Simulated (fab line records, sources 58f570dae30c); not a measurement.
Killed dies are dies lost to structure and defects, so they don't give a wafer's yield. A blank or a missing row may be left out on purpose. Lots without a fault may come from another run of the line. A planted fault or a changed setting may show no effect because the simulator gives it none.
Which tool did it? | flow berkeley_cmos170 | 14 lots, 42 wafers sampled, at 2 steps of a route of 331

WHAT THE GAUGES READ, wafer by wafer
UCB170_SILICIDE_THK_MEAS_03: measures by xrf.
lot  | measured     | on            | SILICIDE_TI_THK (nm)
L788 | day 7 16:48  | film_metro-04 | 29.8 29.1 29.1
L787 | day 7 17:03  | film_metro-04 | 29.4 29.0 29.2
L789 | day 7 17:07  | film_metro-01 | 28.1 28.4 28.6
L792 | day 8 07:43  | film_metro-02 | 29.0 29.2 29.2
L790 | day 8 07:56  | film_metro-02 | 28.6 28.7 28.9
L791 | day 8 08:11  | film_metro-02 | 29.5 29.9 29.7
L797 | day 9 16:42  | film_metro-01 | 28.5 29.1 29.1
L798 | day 9 22:04  | film_metro-01 | 29.0 28.3 28.1
L801 | day 9 22:28  | film_metro-04 | 28.8 28.3 29.0
L802 | day 9 22:39  | film_metro-01 | 29.6 29.0 28.6
L803 | day 10 12:58 | film_metro-01 | 29.5 29.3 29.6
L804 | day 10 19:31 | film_metro-02 | 29.2 28.7 29.0
L809 | day 11 19:50 | film_metro-04 | 29.0 29.2 29.1
L807 | day 11 20:29 | film_metro-04 | 28.8 28.6 28.6

UCB170_CONTACT_OVL_MEAS_16.
lot  | measured     | on         | CONTACT_OVL (nm)
L788 | day 7 22:32  | overlay-01 | 8 10 3
L787 | day 7 22:37  | overlay-01 | 4 3 2
L789 | day 7 22:52  | overlay-01 | -2 -1 5
L792 | day 8 13:04  | overlay-01 | 8 -4 -3
L790 | day 8 13:20  | overlay-01 | -9 -3 -5
L791 | day 8 13:28  | overlay-02 | 0 0 4
L797 | day 10 01:08 | overlay-02 | -2 -3 -2
L798 | day 10 06:20 | overlay-02 | 8 7 -2
L801 | day 10 07:20 | overlay-02 | -7 -8 -6
L802 | day 10 07:30 | overlay-02 | 0 -1 2
L803 | day 10 18:13 | overlay-02 | 2 -6 5
L804 | day 11 00:45 | overlay-02 | -1 0 2
L809 | day 12 00:44 | overlay-01 | -1 1 -3
L807 | day 12 03:06 | overlay-01 | 8 -1 6

WHICH TOOL RAN EACH LOT (tool, then ch and the chambers of the sampled wafers, then the start)
The record holds no process step before these readings.

WHAT THE TOOLS THEMSELVES READ (means of the sampled wafers that have a number; where no wafer has one, the mark that the record gives instead)
The record holds no such reading with a usual standard deviation.

THE ANSWER, worked out from the rows above alone
Rule: what is usual is taken from the lots themselves. Put in order of their means at a reading, lots are off if they are a third of the lots or fewer, leave a main group of 4 or more, and stand apart from it by a gap of 3 or more times the standard deviation of the main group's means; of several such gaps the widest counts. A main group whose means are all the same, to the digits that the tables above print for the reading, isn't used. A lot without any number at a reading at which 4 lots or more have one is off too. The other lots that the step has rows for count as sound. The gauges are gone through in route order, then the tools' own readings, and for those a lot's mean is taken as printed above. The first step at which some lot is off is used, and at that step the reading that is off furthest; a lot without a number counts as furthest.
No lot is off at any reading shown: from this, nothing can be told.

WHAT THE SIMULATOR HAD PUT IN
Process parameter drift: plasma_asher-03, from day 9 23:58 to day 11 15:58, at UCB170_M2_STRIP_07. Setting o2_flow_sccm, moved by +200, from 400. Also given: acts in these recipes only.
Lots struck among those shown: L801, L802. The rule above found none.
